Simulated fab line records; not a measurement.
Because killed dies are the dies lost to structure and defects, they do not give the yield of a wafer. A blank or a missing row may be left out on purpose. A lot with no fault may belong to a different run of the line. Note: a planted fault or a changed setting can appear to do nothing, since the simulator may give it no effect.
The same fault as seen by 2 desks + flow berkeley cmos170 + every desk sees just its own numbers, and what lay behind them comes last

## DESK OF THE TOOL OWNER: rie diel-03
The tool's own readings at UCB170_M3_ETCH_17 (etches BARC in N2/H2): means of the sampled wafers that have a number, for each lot that ran on this tool. If a lot's mean is further than 4 standard deviations from the usual mean, the lot is out of limits and carries the mark OUT (the distance appears in the brackets).
Columns: A = drypump motor current A at UCB170_M3_ETCH_17, usual 6.1 A; B = oes product au at UCB170_M3_ETCH_17, usual 1.010 a.u.; C = rf fwd power W at UCB170_M3_ETCH_17, usual 494.7 W; D = throttle valve pct at UCB170_M3_ETCH_17, usual 13.25 %
| lot  | first seen here | A   | B     | C     | D     |
|------|-----------------|-----|-------|-------|-------|
| L797 | day 8 13:41     | 5.8 | 0.997 | 491.7 | 13.37 |
| L799 | day 8 14:41     | 6.3 | 1.005 | 492.9 | 13.09 |
| L803 | day 9 15:27     | 5.9 | 1.000 | 493.7 | 13.21 |
| L814 | day 12 02:46    | 5.9 | 0.962 | 492.2 | 13.19 |
Finding of this desk: none of the 4 lots has anything out of limits.

## AT THE METROLOGY DESK
What the gauges read, lot by lot, whatever tool the lot ran on: means of the sampled wafers that have a number. If a lot's mean is further than 4 standard deviations from the usual mean, the lot is out of limits and carries the mark OUT (the distance appears in the brackets).
Columns: A = V1_OVL at UCB170_V1_OVL_MEAS_13, usual 2 nm; B = M2_AL_THK at UCB170_M2_THK_MEAS_03, usual 900 nm
| lot  | first seen here | A  | B   |
|------|-----------------|----|-----|
| L796 | day 7 19:11     | -0 | 894 |
| L795 | day 7 22:08     | 0  | 887 |
| L797 | day 8 03:38     | 8  | 908 |
| L799 | day 8 04:01     | 4  | 899 |
| L801 | day 8 04:16     | -1 | 900 |
| L802 | day 9 00:04     | -2 | 887 |
| L804 | day 9 06:22     | 14 | 905 |
| L803 | day 9 06:38     | -3 | 894 |
| L805 | day 10 14:24    | -4 | 894 |
| L812 | day 11 01:48    | 5  | 908 |
| L813 | day 11 08:20    | 6  | 906 |
| L814 | day 11 16:20    | -2 | 907 |
| L816 | day 12 08:40    | -1 | 900 |
Finding of this desk: none of the 13 lots has anything out of limits.

## ALL TOGETHER
The tool owner's desk saw nothing out of limits.
Nothing out of limits was seen by the metrology desk.

## WHAT THE SIMULATOR HAD PUT IN
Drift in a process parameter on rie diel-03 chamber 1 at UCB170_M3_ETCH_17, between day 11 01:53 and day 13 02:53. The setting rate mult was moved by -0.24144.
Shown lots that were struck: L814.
